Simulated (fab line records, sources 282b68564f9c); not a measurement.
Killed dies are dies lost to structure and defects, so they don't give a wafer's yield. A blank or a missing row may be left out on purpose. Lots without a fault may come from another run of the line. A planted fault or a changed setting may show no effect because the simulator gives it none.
Tool commonality check | flow rit_cmos | 14 lots, 42 wafers sampled

WHY IT WAS OPENED
At RIT_WELLDRIVE_RS_MEAS_01 the reading NWELL_RS is flagged on 2 of 14 lots. Wafers without a fault read 275.7 ohm/sq, standard deviation 0.8.
Rule: a lot is flagged when every wafer of it that has a number lies more than 4 standard deviations from that mean, or none has a number. The other lots count as sound.

lot  | measured    | on            | NWELL_RS (ohm/sq), wafer by wafer | flag
L571 | day 2 05:13 | film_metro-03 | 275.9 275.4 275.0                 |
L573 | day 2 15:52 | film_metro-03 | 274.4 275.3 274.7                 |
L574 | day 2 19:28 | film_metro-02 | 276.0 275.8 275.5                 |
L575 | day 3 01:55 | film_metro-03 | 275.9 275.7 276.3                 |
L576 | day 3 06:06 | film_metro-03 | 275.3 275.6 275.2                 |
L577 | day 3 11:57 | film_metro-03 | 276.5 275.8 274.9                 |
L579 | day 3 19:49 | film_metro-03 | 275.1 275.1 275.8                 |
L580 | day 4 02:22 | film_metro-03 | 274.6 275.5 275.3                 |
L581 | day 4 07:59 | film_metro-03 | 275.5 275.7 275.9                 |
L582 | day 4 13:38 | film_metro-03 | 274.6 275.4 275.8                 |
L585 | day 5 03:16 | film_metro-03 | 275.4 275.4 275.5                 |
L586 | day 5 07:51 | film_metro-04 | 266.8 266.8 267.7                 | FLAGGED
L588 | day 5 19:03 | film_metro-02 | 274.7 274.4 274.0                 |
L589 | day 6 00:41 | film_metro-02 | 265.8 267.0 266.9                 | FLAGGED
The numbers of the flagged lots are 266.8 ohm/sq on average: -8.9 ohm/sq against the usual, or -11 standard deviations.

WHICH TOOL RAN EACH LOT
The record holds 1 process step before the reading, out of a route of 202 steps. In each cell: the tool, then ch and the chambers that the sampled wafers went through, then the start.
lot  | flag    | RIT_NWELL_IMPLANT_08
L571 |         | implanter-01 ch 0, day 1 21:30
L573 |         | implanter-03 ch 0, day 2 08:46
L574 |         | implanter-03 ch 0, day 2 11:55
L575 |         | implanter-01 ch 0, day 2 18:24
L576 |         | implanter-01 ch 0, day 2 23:05
L577 |         | implanter-02 ch 0, day 3 03:50
L579 |         | implanter-03 ch 0, day 3 12:35
L580 |         | implanter-02 ch 0, day 3 19:13
L581 |         | implanter-03 ch 0, day 4 00:31
L582 |         | implanter-01 ch 0, day 4 06:29
L585 |         | implanter-03 ch 0, day 4 19:54
L586 | FLAGGED | implanter-03 ch 0, day 5 00:41
L588 |         | implanter-02 ch 0, day 5 11:36
L589 | FLAGGED | implanter-03 ch 0, day 5 17:40
What these steps do:
- RIT_NWELL_IMPLANT_08
- RIT_WELLDRIVE_RS_MEAS_01: measures by four-point-probe.

FLAGGED OVER TOTAL, TOOL BY TOOL (the gauges that took the reading come last)
step                     | tool          | lots run | flagged | share of the flagged lots | sound lots run after its first flagged lot
RIT_NWELL_IMPLANT_08     | implanter-01  | 4        | 0       | none                      | -
RIT_NWELL_IMPLANT_08     | implanter-02  | 3        | 0       | none                      | -
RIT_NWELL_IMPLANT_08     | implanter-03  | 7        | 2       | all                       | 0
RIT_WELLDRIVE_RS_MEAS_01 | film_metro-02 | 3        | 1       | some                      | 0
RIT_WELLDRIVE_RS_MEAS_01 | film_metro-03 | 10       | 0       | none                      | -
RIT_WELLDRIVE_RS_MEAS_01 | film_metro-04 | 1        | 1       | some                      | 0

WHAT THE TABLE ALLOWS
1 row of the table ran every flagged lot: implanter-03 at RIT_NWELL_IMPLANT_08.
- implanter-03 at RIT_NWELL_IMPLANT_08: 2 of its 7 lots flagged. Its last sound lot is L585 (day 4 19:54), its first flagged lot L586 (day 5 00:41): a fault that began between those two fits. Its own readings lie more than 4 standard deviations out on every wafer of the flagged lots: dose_ions_cm2.
One tool is left: implanter-03 at RIT_NWELL_IMPLANT_08.

WHAT THE SIMULATOR HAD PUT IN
Process parameter drift: implanter-03, from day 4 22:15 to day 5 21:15, at RIT_NWELL_IMPLANT_08. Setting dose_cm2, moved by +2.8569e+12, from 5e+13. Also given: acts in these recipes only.
Lots struck among those shown: L586, L589. The rule above found the same.
